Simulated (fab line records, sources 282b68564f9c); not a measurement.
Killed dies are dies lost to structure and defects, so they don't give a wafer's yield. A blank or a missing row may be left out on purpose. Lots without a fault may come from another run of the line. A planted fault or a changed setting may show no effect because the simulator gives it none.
Problem report in the 8D (eight disciplines) form, filled by code | flow rit_cmos | the parts of the form that need people (team, actions taken, sign-off) are left out

1. THE PROBLEM
killed_at_front_end at RIT_M1_PROBE_99 reads a mean of 36 on 3 wafers of 1 lot; wafers without a fault read 7 with a standard deviation of 3.4. That is +8.5 standard deviations from the usual mean.
First seen on wafer L983.1, day 8 05:17, on prober-02. The record holds 39 wafers of 13 lots with a number at this step. Rule for "out", or "out of limits": more than 4 standard deviations from the usual mean. The other wafers with a number count as sound.

2. WHAT IT IS AND WHAT IT IS NOT
question                    | is                               | is not
which readings at this step | killed_at_front_end, killed_dies | killed_open, killed_short
which lots                  | L983                             | L961, L962, L963, L964, L965, L966, L969, L972, L973, L977, L978, L984
which wafers of those lots  | all that have a number           | -
read on which tools         | prober-02                        | prober-01
when                        | from day 8 05:17                 | up to then (33 sound wafers); but 3 sound wafers of L984 came after

3. SUSPECTS, AND WHAT RULES EACH OUT
Counting: a tool at a process step up to the reading stays a suspect if it ran every lot that is out and no sound lot after the first of them.
- wet_bench-02 at RIT_ACTIVE_CLEAN_17 (cleans in SC2, time 600 s): kept. It ran the lot that is out, L983 (day 6 05:31), and no sound lot after that; its last sound lot up to then is L978 (day 5 06:07).
- plasma_asher-03 at RIT_NSD_STRIP_09 (strips in O2, time 180 s): ruled out as a lasting fault. Sound lots L984 ran on it after its first lot that is out, L983 (day 7 19:56).
- prober-02 at RIT_M1_PROBE_99: kept. It ran the lot that is out, L983 (day 8 05:17), and no sound lot after that; its last sound lot up to then is L978 (day 6 23:23). Its own readings are out on those wafers: killed_at_front_end, killed_dies.
Left after counting: wet_bench-02 at RIT_ACTIVE_CLEAN_17, prober-02 at RIT_M1_PROBE_99.

4. THE CAUSE (what the simulator had put in)
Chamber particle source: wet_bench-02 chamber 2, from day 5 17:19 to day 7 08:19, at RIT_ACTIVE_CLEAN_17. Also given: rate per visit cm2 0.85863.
Counting left 2 suspects, and this tool is among them.

5. THE CHAIN OF EFFECTS, in route order
Each row: a reading whose mean over the struck wafers that have a number lies more than 3 standard deviations from the usual. Only readings for which the record gives a usual standard deviation are gone through. hours: the time from each lot's start at the first step in this table that gives one to its start at this step, as a median over the lots. sigmas: the change in usual standard deviations.
hours | step            | reading             | usual | on struck wafers | change | sigmas
0     | RIT_M1_PROBE_99 | killed_at_front_end | 7     | 36               | +29    | +8.5
0     | RIT_M1_PROBE_99 | killed_dies         | 7     | 36               | +29    | +8.6
The process steps in it:
- RIT_M1_PROBE_99

6. WHAT WOULD HAVE CAUGHT IT SOONER
In this record the first reading out of limits was taken at day 8 05:17, 60 hours after the fault began at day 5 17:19.
Of the tool readings at RIT_ACTIVE_CLEAN_17 for which the record gives a usual standard deviation, none was out on any struck wafer, so an alarm limit of 4 standard deviations on them would not have fired.
All the lots that are out (1) had begun RIT_ACTIVE_CLEAN_17 on wet_bench-02 by day 8 05:17. A hold on the tool at that time would have spared none of them.
